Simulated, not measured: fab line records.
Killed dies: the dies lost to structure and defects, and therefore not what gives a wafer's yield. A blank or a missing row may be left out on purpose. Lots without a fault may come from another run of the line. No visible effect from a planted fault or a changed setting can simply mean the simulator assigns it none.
Split-lot study + flow berkeleyCmos170 + route with 331 steps; 5 lots, 23 wafers read

## SPLIT DETAILS
At UCB170_PWELL_ETCH_14 (etches Si3N4 in CH3F/Ar/O2, stops on SiO2, target depth 242 nm, time 151 s), the setting rfW was moved away from the recipe's 450 W on 6 of the 23 wafers read, by -9.3% to +11.7%. All remaining wafers had this setting at the recipe value.

The reading is taken at the split's own step.

## THE READING
KrF_of_PWELL_COAT_08.thkNm (the simulator's own value, which no gauge read), in nm, at UCB170_PWELL_ETCH_14 (etches Si3N4 in CH3F/Ar/O2, stops on SiO2, target depth 242 nm, time 151 s). There is no usual value for it anywhere in the file. Average 722.5 nm, standard deviation 2.4 nm, over the 17 wafers here run with the recipe.

| wafer  | tool, chamber at the split | rfW as run, W | against the recipe | KrF_of_PWELL_COAT_08.thkNm, nm | against lot-mates on the recipe |
|--------|----------------------------|---------------|--------------------|--------------------------------|---------------------------------|
| L074.2 | rieDiel-04, 3              | 450           | recipe             | 722.1                          | -                               |
| L074.3 | rieDiel-04, 1              | 450           | recipe             | 723                            | -                               |
| L074.4 | rieDiel-04, 2              | 450           | recipe             | 720.6                          | -                               |
| L074.5 | rieDiel-04, 1              | 450           | recipe             | 723.2                          | -                               |
| L074.6 | rieDiel-04, 2              | 450           | recipe             | 721.6                          | -                               |
| L076.1 | rieDiel-02, 1              | 450           | recipe             | 722.9                          | -                               |
| L076.2 | rieDiel-02, 3              | 502.5         | +11.7%             | 712                            | -8.4                            |
| L076.3 | rieDiel-02, 2              | 450           | recipe             | 719                            | -                               |
| L076.4 | rieDiel-02, 0              | 450           | recipe             | 719.3                          | -                               |
| L076.5 | rieDiel-02, 3              | 502.5         | +11.7%             | 711.5                          | -8.9                            |
| L079.3 | rieDiel-04, 2              | 450           | recipe             | 718.7                          | -                               |
| L079.4 | rieDiel-04, 0              | 450           | recipe             | 724.8                          | -                               |
| L079.6 | rieDiel-04, 1              | 450           | recipe             | 720                            | -                               |
| L078.1 | rieDiel-02, 0              | 450           | recipe             | 724.6                          | -                               |
| L078.3 | rieDiel-02, 2              | 450           | recipe             | 721.2                          | -                               |
| L078.4 | rieDiel-02, 1              | 450           | recipe             | 723.5                          | -                               |
| L078.5 | rieDiel-02, 0              | 408.3         | -9.3%              | 729.5                          | +6.4                            |
| L078.6 | rieDiel-02, 1              | 408.3         | -9.3%              | 734.5                          | +11.4                           |
| L084.2 | rieDiel-02, 0              | 450           | recipe             | 726                            | -                               |
| L084.3 | rieDiel-02, 1              | 489.1         | +8.7%              | 721.9                          | -4.1                            |
| L084.4 | rieDiel-02, 3              | 450           | recipe             | 726                            | -                               |
| L084.5 | rieDiel-02, 0              | 450           | recipe             | 726                            | -                               |
| L084.6 | rieDiel-02, 1              | 489.1         | +8.7%              | 720                            | -6.0                            |

THE FIT
A straight line over all 23 wafers: KrF_of_PWELL_COAT_08.thkNm changes by -0.782 nm for each +1% of rfW; r = -0.82; the points scatter about the line by 2.9 nm.
The same after taking each lot's own level away (the mean of its wafers on the recipe; 23 wafers): -0.776 nm for each +1%; r = -0.92; scatter 1.8 nm.
That fit puts the effect of the largest move of rfW on the reading at 9.1 nm.
Measured against the standard deviation above, the lots' own levels, which go from 720.40 to 726.00 nm, span 2.3 times it.
Consequently the slope shifts little with the lot-to-lot level, the two slopes agreeing.
Check: for one of the wafers moved furthest among these (+11.7%), held out of the fit, the line's prediction against its lot-mates is -8.83 nm. Against them it came out at -8.4 nm.
Tool readings at the split's step, against how far the setting was moved: oesProductAu r = +0.43.

## THE OTHER SPLITS THESE WAFERS WENT THROUGH
Before the reading, these wafers also passed through other splits. Each is held against what the fit with the lots' levels taken away leaves over:
| other split on the same wafers      | wafers away from the commonest value | r with KrF_of_PWELL_COAT_08.thkNm (lot level and that fit taken away) |
|-------------------------------------|--------------------------------------|-----------------------------------------------------------------------|
| UCB170_ZERO_COAT_01 spinRpm         | 4                                    | +0.06                                                                 |
| UCB170_NWELL_CVD_04 sih2cl2FlowSccm | 18                                   | +0.08                                                                 |
| UCB170_NWELL_IMPLANT_14 energyKev   | 11                                   | -0.07                                                                 |
| UCB170_PWELL_CVD_05 tempC           | 15                                   | +0.06                                                                 |

## THE WHOLE CHAIN: every reading that the file lists as answering this split, in the file's order
| step                  | what it does                                                               | reading                                                                     | change (the file's fit)               | r (the file's) |
|-----------------------|----------------------------------------------------------------------------|-----------------------------------------------------------------------------|---------------------------------------|----------------|
| UCB170_PWELL_ETCH_14  | etches Si3N4 in CH3F/Ar/O2, stops on SiO2, target depth 242 nm, time 151 s | KrF_of_PWELL_COAT_08.thkNm (the simulator's own value, which no gauge read) | -0.762 nm for each +1% of the setting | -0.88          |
| UCB170_PWELL_STRIP_16 | strips in O2                                                               | stripTimeToEndpointS                                                        | withheld for each +1% of the setting  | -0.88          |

## THE FILE'S OWN FIT
KrF_of_PWELL_COAT_08.thkNm changes by -0.762 nm for each +1% of rfW, r = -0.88.
